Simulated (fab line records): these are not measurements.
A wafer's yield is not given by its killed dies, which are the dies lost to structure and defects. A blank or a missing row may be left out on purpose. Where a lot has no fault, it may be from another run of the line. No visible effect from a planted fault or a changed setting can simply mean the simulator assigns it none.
Struck lot and sound lot, side by side | flow rit-cmos | 44 out of 202 route steps
Sound: these wafers, L418.2, L418.3, L418.5. The struck wafers were L415.1, L415.2, L415.6. Last of all comes the cause.
At each step with rows: each side's tool, then ch and its chambers, then its first start. Under that, the readings that differ: sound wafers | struck wafers | difference of the means | sigmas: that difference in standard deviations of wafers without a fault.
alike: same words and numbers on both sides, and readings whose means sit less than 2 such deviations apart. not compared: any withheld reading, any reading some wafer has no value for, any bound like >300 that may hide the same value, and any number with overlapping values for which the record gives no deviation.
A row with sigmas, a row that says differs or no value, or rows on one side alone: a step with any of these is where the two part. Numbers that don't overlap but have no deviation are shown without sigmas and don't part them. A reading that every wafer of one side lacks parts them only if that side has two wafers or more.

first, 2 steps without rows for these wafers: RIT_NLDD_HARDBAKE_07 (time 60 s); RIT_NLDD_IMPLANT_08.
RIT_NLDD_STRIP_09: strips in O2, time 180 s.
  sound on plasma-asher-02 ch 0,1, day 5 21:40; struck on plasma-asher-02 ch 0,1, day 5 07:11
  alike: drypump-motor-current-A
  not compared: rf-hours-counter-h
RIT_NLDD_TW_MEAS_10:
  sound: film-metro-03 at day 5 21:50; struck: film-metro-03 at day 5 07:21
  alike: NLDD_TW
then, 6 steps without rows for these wafers: RIT_PLDD_HMDS_00 (prime time 60 s); RIT_PLDD_COAT_01 (resist thk 1000 nm); RIT_PLDD_SOFTBAKE_02 (time 60 s); RIT_PLDD_EXPOSE_03 (exposes mask M8, target cd 40900 nm); RIT_PLDD_PEB_04; RIT_PLDD_DEVELOP_05 (develop time 50 s).
RIT_PLDD_OVL_MEAS_06:
  sound: overlay-02 at day 5 22:54; struck: overlay-02 at day 5 08:23
  reading       | sound        | struck         | difference | sigmas
  PLDD_OVL (nm) | 1.2 -1.4 0.0 | -3.2 -2.9 -3.5 | -3.1       | -2
then, 1 step without rows for these wafers: RIT_PLDD_HARDBAKE_07 (time 60 s).
RIT_PLDD_IMPLANT_08:
  sound on implanter-01 ch 0, day 5 23:06; struck on implanter-02 ch 0, day 5 08:34
  reading            | sound             | struck            | difference | sigmas
  tilt-deg (degrees) | 6.986 7.013 6.981 | 7.770 7.821 7.781 | +0.797     | +42
  alike: end-station-pressure-torr
RIT_PLDD_STRIP_09: strips in O2, time 180 s.
  sound on plasma-asher-02 ch 0, day 5 23:14; struck on plasma-asher-02 ch 0,1, day 5 08:43
  alike: drypump-motor-current-A
  not compared: rf-hours-counter-h
RIT_PLDD_TW_MEAS_10:
  sound: film-metro-01 at day 5 23:25; struck: film-metro-04 at day 5 08:54
  reading | sound          | struck         | difference | sigmas
  PLDD_TW | 2368 2367 2366 | 2342 2339 2335 | -28        | -2
then, 4 steps without rows for these wafers: RIT_SPACER_CLEAN_00 (cleans in SC1, time 600 s); RIT_SPACER_CLEAN_01 (cleans in dHF, time 30 s); RIT_SPACER_CLEAN_02 (cleans in SC2, time 600 s); RIT_SPACER_CVD_03 (deposits Si3N4 from SiH2Cl2/NH3, target thk 250 nm, time 3300 s).
RIT_SPACER_THK_MEAS_04:
  sound: film-metro-02 at day 6 02:43; struck: film-metro-02 at day 5 11:17
  alike: SPACER_NITRIDE_THK
RIT_SPACER_ETCHBACK_05: etches Si3N4 in SF6/CHF3, stops on SiO2, target depth 250 nm, time 240 s.
  sound on rie-diel-04 ch 1,2, day 6 02:46; struck on rie-diel-04 ch 0,1,2, day 5 11:20
  alike: drypump-motor-current-A, oes-product-au, throttle-valve-pct
  not compared: rf-hours-counter-h
then, 6 steps without rows for these wafers: RIT_NSD_HMDS_00 (prime time 60 s); RIT_NSD_COAT_01 (resist thk 1000 nm); RIT_NSD_SOFTBAKE_02 (time 60 s); RIT_NSD_EXPOSE_03 (exposes mask M9, target cd 40700 nm); RIT_NSD_PEB_04; RIT_NSD_DEVELOP_05 (develop time 50 s).
RIT_NSD_OVL_MEAS_06:
  sound: overlay-01 at day 6 03:46; struck: overlay-02 at day 5 12:28
  alike: NSD_OVL
then, 2 steps without rows for these wafers: RIT_NSD_HARDBAKE_07 (time 60 s); RIT_NSD_IMPLANT_08.
RIT_NSD_STRIP_09: strips in O2, time 180 s.
  sound on plasma-asher-03 ch 0,1, day 6 04:06; struck on plasma-asher-04 ch 0,1, day 5 12:48
  alike: drypump-motor-current-A
  not compared: rf-hours-counter-h
RIT_NSD_TW_MEAS_10:
  sound: film-metro-04 at day 6 04:17; struck: film-metro-01 at day 5 12:58
  reading | sound          | struck         | difference | sigmas
  NSD_TW  | 3099 3104 3098 | 3128 3141 3138 | +35        | +2
then, 6 steps without rows for these wafers: RIT_PSD_HMDS_00 (prime time 60 s); RIT_PSD_COAT_01 (resist thk 1000 nm); RIT_PSD_SOFTBAKE_02 (time 60 s); RIT_PSD_EXPOSE_03 (exposes mask M10, target cd 40900 nm); RIT_PSD_PEB_04; RIT_PSD_DEVELOP_05 (develop time 50 s).
RIT_PSD_OVL_MEAS_06:
  sound: overlay-01 at day 6 05:20; struck: overlay-01 at day 5 13:53
  alike: PSD_OVL
then, 2 steps without rows for these wafers: RIT_PSD_HARDBAKE_07 (time 60 s); RIT_PSD_IMPLANT_08.
RIT_PSD_STRIP_09: strips in O2, time 180 s.
  sound on plasma-asher-02 ch 0, day 6 05:40; struck on plasma-asher-02 ch 0,1, day 5 14:13
  alike: drypump-motor-current-A
  not compared: rf-hours-counter-h
RIT_SDANNEAL_RS_MEAS_06: measurement is done with a four-point probe.
  sound: film-metro-04 at day 6 06:35; struck: film-metro-04 at day 5 15:19
  reading          | sound             | struck | difference                    | sigmas
  PLDD_RS (ohm/sq) | 179.0 178.7 178.1 | - - -  | no value on the struck wafers |
RIT_M1_PROBE_99:
  sound: prober-02 at day 6 13:46; struck: prober-01 at day 6 00:28
  reading                             | sound             | struck            | difference | sigmas
  model.etest.pmos-turned.r-on-ohm-um | 3515 3322 3416    | 3752 3616 3772    | +296       |
  model.etest.pmos-turned.drive-ua-um | 185.9 199.2 192.7 | 162.6 169.6 162.7 | -27.6      |
  alike: killed-at-contacts, killed-at-front-end, killed-dies, killed-open, killed-short

== WHERE THEY PART ==
Last at RIT_SDANNEAL_RS_MEAS_06 as far as this record goes, first at RIT_PLDD_OVL_MEAS_06. Later steps at which nothing parts them and some readings are alike: RIT_M1_PROBE_99.

WHY: the cause the simulator had injected
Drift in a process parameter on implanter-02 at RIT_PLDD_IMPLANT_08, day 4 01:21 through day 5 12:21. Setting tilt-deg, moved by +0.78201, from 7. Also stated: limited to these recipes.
